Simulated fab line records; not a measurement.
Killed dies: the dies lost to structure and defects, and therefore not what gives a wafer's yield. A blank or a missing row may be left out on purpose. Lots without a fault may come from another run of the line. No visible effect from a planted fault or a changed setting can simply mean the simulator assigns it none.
fab line records | flow berkeleyCmos170
record: lots: 6 | wafers: 18 | lastDay: 13
route steps=331 shown PWELL@38
lots untouched by any fault: they come from a run of this same line in which no faults occurred
startH: hours from the record's first day to the start of the lot's first wafer shown | waitH: hours since the lot's step before | " same as the row above | L1.1+2: several wafers, shown together as one row | - no value present, or no start provided | * or withheld: withheld | < > ~ a bound
route shown NAME@n: NAME is a module with steps in the file, n the number in the route of the first one | usual: the fault-free wafers' mean and standard deviation | same: alike in all rows | chamber/n: place in a boat | sites: readings site by site | _std_site: standard deviation across them | _edge_site: mean of outer sites minus mean of inner sites | radiusMm: how far each site lies from the wafer's centre | mask NAME#n: copy n | behind: the last tool/chamber to shape the wafer | hold: reason for holding the lot/hours on hold/outcome of the hold | device: which transistor (n, p or np) failed to switch | end of line: the same wafers' tests at the end of the route | where a step has no rows: the recipe by itself | killed: not the wafer's yield, but the dies lost to structure and defects at the first sort | map: per-die view of a wafer (x killed, . not killed, _ where there is no die)
set.NAME: the setting as run; set.NAME@STEP: as run at that earlier step | model.NAME: the simulator's own value behind a step, which no gauge read
a table for each step, a row for each wafer; lots at some steps of the route
services: a tool's chamber out of use, with start hour (startH, from the record's first day; less than 0 if before it), hours out, and reason
== steps ==
step: UCB170_PWELL_ANNEAL_04
recipe: tempC: 1000 | timeS: 900 | ambient: N2
step: UCB170_PWELL_CVD_05
recipe: material: Si3N4 | targetThkNm: 220 | tempC: 800 | precursor: SiH2Cl2/NH3 | timeS: 3300 | pressureMtorr: 200 | sih2cl2FlowSccm: 25 | nh3FlowSccm: 75
step: UCB170_PWELL_THK_MEAS_06
recipe: reads: Si3N4_of_PWELL_CVD_05
usual: PWELL_NITRIDE_THK: 219.4/2.4
lot.wafer | tool         | chamber | startH | waitH | PWELL_NITRIDE_THK[nm]
L188.3    | filmMetro-01 | -       | 60.36  | 0.0   | 219.8
L188.4    | "            | -       | "      | "     | 218.5
L188.5    | "            | -       | "      | "     | 219.9
L192.4    | filmMetro-03 | -       | 90.80  | 0.0   | 220.2
L192.5    | "            | -       | "      | "     | 220.9
L192.6    | "            | -       | "      | "     | 219.4
L205.1    | filmMetro-01 | -       | 152.92 | 0.0   | 217.4
L205.4    | "            | -       | "      | "     | 218.5
L205.5    | "            | -       | "      | "     | 217.9
L206.3    | filmMetro-03 | -       | 152.99 | 0.1   | 221.1
L206.4    | "            | -       | "      | "     | 221.9
L206.5    | "            | -       | "      | "     | 221.0
L209.1    | filmMetro-04 | -       | 169.79 | 0.0   | 218.1
L209.2    | "            | -       | "      | "     | 217.1
L209.6    | "            | -       | "      | "     | 215.6
L208.2    | filmMetro-01 | -       | 169.80 | 0.0   | 221.9
L208.3    | "            | -       | "      | "     | 222.8
L208.4    | "            | -       | "      | "     | 224.1
step: UCB170_PWELL_HMDS_07
recipe: primeTimeS: 60 | primeTempC: 100
step: UCB170_PWELL_COAT_08
recipe: resist: KrF | spinRpm: 1500 | resistThkNm: 900
step: UCB170_PWELL_SOFTBAKE_09
recipe: resist: KrF | tempC: 130 | timeS: 60
step: UCB170_PWELL_EXPOSE_10
recipe: maskId: PWELL | targetCdNm: 3000 | na: 0.5 | sigmaOuter: 0.6 | sourceShape: conventional | doseMj: 19
step: UCB170_PWELL_PEB_11
recipe: pebTempC: 130 | pebTimeS: withheld | resist: KrF
step: UCB170_PWELL_DEVELOP_12
recipe: developer: TMAH | developTimeS: 45 | resist: KrF | devTempC: 21
step: UCB170_PWELL_OVL_MEAS_13
usual: PWELL_OVL: -7/5.2
lot.wafer | tool       | chamber | startH | waitH | PWELL_OVL[nm]
L188.3    | overlay-02 | -       | 61.62  | -     | -12
L188.4    | "          | -       | "      | "     | -2
L188.5    | "          | -       | "      | "     | -8
L192.4    | overlay-01 | -       | 92.07  | -     | -3
L192.5    | "          | -       | "      | "     | -4
L192.6    | "          | -       | "      | "     | -9
L205.1    | overlay-02 | -       | 154.53 | -     | -1
L205.4    | "          | -       | "      | "     | -9
L205.5    | "          | -       | "      | "     | 1
L206.3    | overlay-01 | -       | 154.71 | -     | -9
L206.4    | "          | -       | "      | "     | -14
L206.5    | "          | -       | "      | "     | -8
L209.1    | overlay-02 | -       | 170.75 | -     | -6
L209.2    | "          | -       | "      | "     | -3
L209.6    | "          | -       | "      | "     | 0
L208.2    | overlay-02 | -       | 171.08 | -     | -19
L208.3    | "          | -       | "      | "     | -14
L208.4    | "          | -       | "      | "     | -13
step: UCB170_PWELL_ETCH_14
recipe: chemistry: CH3F/Ar/O2 | target: Si3N4 | stopOn: SiO2 | CH3F_flow_sccm: 20 | Ar_flow_sccm: 50 | O2_flow_sccm: 7 | pressureMtorr: 50 | rfW: 450 | targetDepthA: 2420 | overEtchFrac: 0.1 | timeS: 151
usual: CH3F_flow_sccm: 20.00/0.061 | O2_flow_sccm: 7.002/0.021 | drypumpMotorCurrentA: 5.6/0.35 | oesProductAu: 0.944/0.02 | throttleValvePct: 8.09/0.17
same: overEtchFrac: 0.1
lot.wafer | tool       | chamber | startH | waitH | CH3F_flow_sccm | O2_flow_sccm | drypumpMotorCurrentA | oesProductAu | rfHoursCounterH | throttleValvePct
L188.3    | rieDiel-02 | 2       | 61.64  | 0.0   | 19.88          | 7.011        | 5.8                  | 0.918        | 118             | 7.82
L188.4    | "          | 1       | "      | "     | 20.04          | 6.984        | 6.1                  | 0.954        | -               | 8.12
L188.5    | "          | 3       | "      | "     | 20.02          | 6.993        | 4.7                  | 0.938        | -               | 8.18
L192.4    | rieDiel-04 | 2       | 92.09  | 0.0   | 20.15          | 6.981        | 6.0                  | 0.967        | 14              | 7.87
L192.5    | "          | 1       | "      | "     | 19.98          | 6.986        | 5.5                  | 0.948        | -               | 8.15
L192.6    | "          | 2       | "      | "     | 20.06          | 6.976        | 6.0                  | 0.961        | -               | 7.88
L205.1    | rieDiel-03 | 2       | 154.56 | 0.0   | 19.89          | 6.960        | 5.5                  | 0.940        | 130             | 7.86
L205.4    | "          | 3       | "      | "     | 20.14          | 6.982        | 5.6                  | 0.962        | 75              | 7.84
L205.5    | "          | 2       | "      | "     | 20.01          | 6.961        | 5.5                  | 0.944        | -               | 7.85
L206.3    | rieDiel-04 | 3       | 154.73 | 0.0   | 19.96          | 7.023        | 5.8                  | 0.958        | 115             | 8.29
L206.4    | "          | 3       | "      | "     | 19.94          | 7.041        | 5.8                  | 0.961        | -               | 8.28
L206.5    | "          | 2       | "      | "     | 19.92          | 7.001        | 5.9                  | 0.964        | -               | 7.89
L209.1    | rieDiel-03 | 1       | 170.79 | 0.0   | 20.07          | 6.981        | 5.6                  | 0.951        | 109             | 8.04
L209.2    | "          | 3       | "      | "     | 20.03          | 6.974        | 5.6                  | 0.960        | 75              | 7.85
L209.6    | "          | 0       | "      | "     | 20.05          | 7.001        | 5.0                  | 0.918        | -               | 8.21
L208.2    | rieDiel-04 | 2       | 171.11 | 0.0   | 19.94          | 6.995        | 5.9                  | 0.975        | 18              | 7.89
L208.3    | "          | 3       | "      | "     | 20.03          | 6.996        | 5.8                  | 0.965        | 116             | 8.30
L208.4    | "          | 0       | "      | "     | 19.95          | 6.960        | 5.7                  | 0.920        | -               | 8.27
step: UCB170_PWELL_IMPLANT_15
recipe: species: B | doseCm2: 5e+12 | energyKev: 60 | tiltDeg: 7
step: UCB170_PWELL_STRIP_16
recipe: chemistry: O2 | powerW: 400 | pressureMtorr: 3500 | platenTempC: withheld | o2FlowSccm: 400 | overashFraction: 0.5
usual: chamberPressureMTorr: 3500/3.3 | drypumpMotorCurrentA: 5.8/0.44 | o2FlowSccm: 399.8/1.1 | oesProductAu: 0.721/0.0045 | stripTimeToEndpointS: 18.11/0.099
lot.wafer | tool           | chamber | startH | waitH | chamberPressureMTorr | drypumpMotorCurrentA | o2FlowSccm | oesProductAu | rfHoursCounterH | stripTimeToEndpointS | model.KrF_of_PWELL_COAT_08.thkNm
L188.3    | plasmaAsher-03 | 0       | 61.93  | 0.1   | 3502                 | 6.1                  | 399.8      | 0.717        | -               | 18.16                | 0
L188.4    | "              | 1       | "      | "     | 3501                 | 5.1                  | 400.5      | 0.723        | -               | 18.29                | 0
L188.5    | "              | 1       | "      | "     | 3498                 | 5.1                  | 399.3      | 0.717        | -               | 18.07                | 0
L192.4    | plasmaAsher-03 | 1       | 92.38  | 0.1   | 3500                 | 5.1                  | 399.8      | 0.716        | -               | 18.06                | 0
L192.5    | "              | 0       | "      | "     | 3502                 | 6.1                  | 398.0      | 0.725        | -               | 18.20                | 0
L192.6    | "              | 1       | "      | "     | 3499                 | 5.0                  | 399.5      | 0.726        | -               | 18.07                | 0
L205.1    | plasmaAsher-04 | 0       | 154.81 | 0.1   | -                    | -                    | -          | -            | -               | -                    | 718.9
L205.4    | "              | 1       | "      | "     | -                    | -                    | -          | -            | -               | -                    | 722.6
L205.5    | "              | 1       | "      | "     | -                    | -                    | -          | -            | -               | -                    | 718.7
L206.3    | plasmaAsher-03 | 0       | 155.01 | 0.1   | -                    | -                    | -          | -            | -               | -                    | 729.2
L206.4    | "              | 1       | "      | "     | -                    | -                    | -          | -            | -               | -                    | 729.5
L206.5    | "              | 0       | "      | "     | -                    | -                    | -          | -            | -               | -                    | 719.9
L209.1    | plasmaAsher-01 | 1       | 171.04 | 0.1   | 3496                 | 5.8                  | 399.5      | 0.718        | 7               | 18.14                | 0
L209.2    | "              | 0       | "      | "     | 3498                 | 6.0                  | 399.1      | 0.725        | 7               | 18.05                | 0
L209.6    | "              | 0       | "      | "     | 3500                 | 5.9                  | 399.5      | 0.718        | -               | 18.22                | 0
L208.2    | plasmaAsher-03 | 0       | 171.36 | 0.1   | 3504                 | 6.1                  | 399.0      | 0.722        | 38              | 18.02                | 0
L208.3    | "              | 0       | "      | "     | 3499                 | 6.1                  | 399.5      | 0.720        | -               | 18.23                | 0
L208.4    | "              | 1       | "      | "     | 3495                 | 5.0                  | 397.2      | 0.714        | -               | 18.19                | 0
step: UCB170_PWELL_TW_MEAS_17
usual: PWELL_TW: 379.9/2.5
lot.wafer | tool         | chamber | startH | waitH | PWELL_TW
L188.3    | filmMetro-01 | -       | 62.01  | 0.1   | 376.5
L188.4    | "            | -       | "      | "     | 378.5
L188.5    | "            | -       | "      | "     | 377.9
L192.4    | filmMetro-04 | -       | 92.47  | 0.1   | 375.9
L192.5    | "            | -       | "      | "     | 377.7
L192.6    | "            | -       | "      | "     | 378.3
L205.1    | filmMetro-04 | -       | 154.91 | 0.1   | 379.1
L205.4    | "            | -       | "      | "     | 381.0
L205.5    | "            | -       | "      | "     | 381.3
L206.3    | filmMetro-01 | -       | 155.10 | 0.1   | 379.8
L206.4    | "            | -       | "      | "     | 380.8
L206.5    | "            | -       | "      | "     | 379.9
L209.1    | filmMetro-03 | -       | 171.14 | 0.1   | 382.6
L209.2    | "            | -       | "      | "     | 383.2
L209.6    | "            | -       | "      | "     | 384.4
L208.2    | filmMetro-04 | -       | 171.47 | 0.1   | 379.6
L208.3    | "            | -       | "      | "     | 381.6
L208.4    | "            | -       | "      | "     | 379.6
== services ==
tool           | chamber | startH | hours | kind
rieDiel-02     | 0       | 61.44  | 2.4   | repair
rieDiel-03     | 3       | 75.80  | 8.5   | repair
rieDiel-03     | 2       | 79.49  | 1.8   | repair
plasmaAsher-03 | -       | 85.84  | 0.9   | repair
rieDiel-03     | 1       | 107.77 | 9.3   | repair
plasmaAsher-01 | -       | 108.75 | 9.0   | pm
plasmaAsher-01 | 0       | 108.75 | 9.0   | ventCycle
plasmaAsher-01 | 1       | 108.75 | 9.0   | ventCycle
plasmaAsher-01 | 0       | 117.75 | -     | clean
plasmaAsher-01 | 1       | 117.75 | -     | clean
rieDiel-02     | -       | 118.40 | 0.2   | repair
rieDiel-04     | -       | 147.09 | 1.4   | repair
rieDiel-04     | 1       | 148.10 | 35.6  | repair
plasmaAsher-04 | -       | 165.26 | 7.5   | repair
== key ==
firstSign: step: UCB170_PWELL_STRIP_16 | reading: toolRecord | direction: missing
effect none on later readings
modelEffect: step: UCB170_PWELL_STRIP_16 | value: KrF_of_PWELL_COAT_08.thkNm | without: 0 | struck: 723.1
metAt UCB170_PWELL_STRIP_16
struckWafers L205.1,L205.4,L205.5,L206.3,L206.4,L206.5
rowsEnd L205.1,L205.4,L205.5
laterRowsLeftOut L206.3,L206.4,L206.5
sortLeftOut L206.3,L206.4,L206.5
testerLeftOut L206
onsetBetween 92.38 154.81
fault: kind: skippedStepWhole | tool: plasmaAsher-03,plasmaAsher-04 | chamber: - | onsetH: 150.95 | steps: UCB170_PWELL_STRIP_16 | scope: struckLotsOnly
testerLeftOut: of these lots the tester's yield and bins aren't shown, on N5 and GAA mostly nor the transistor test; their killed dies are dies lost to structure and defects alone, not to doping, threshold or leakage, so they don't give the yield
sortLeftOut: the simulated sort isn't trusted on such a fault, so these wafers' sort isn't shown, and their yield isn't known
laterRowsLeftOut: the simulator's readings of these wafers behind a module that went badly wrong aren't trusted and aren't shown, but for the sort
rowsEnd: these wafers met a further fault down the route, and their rows from its step on are left out
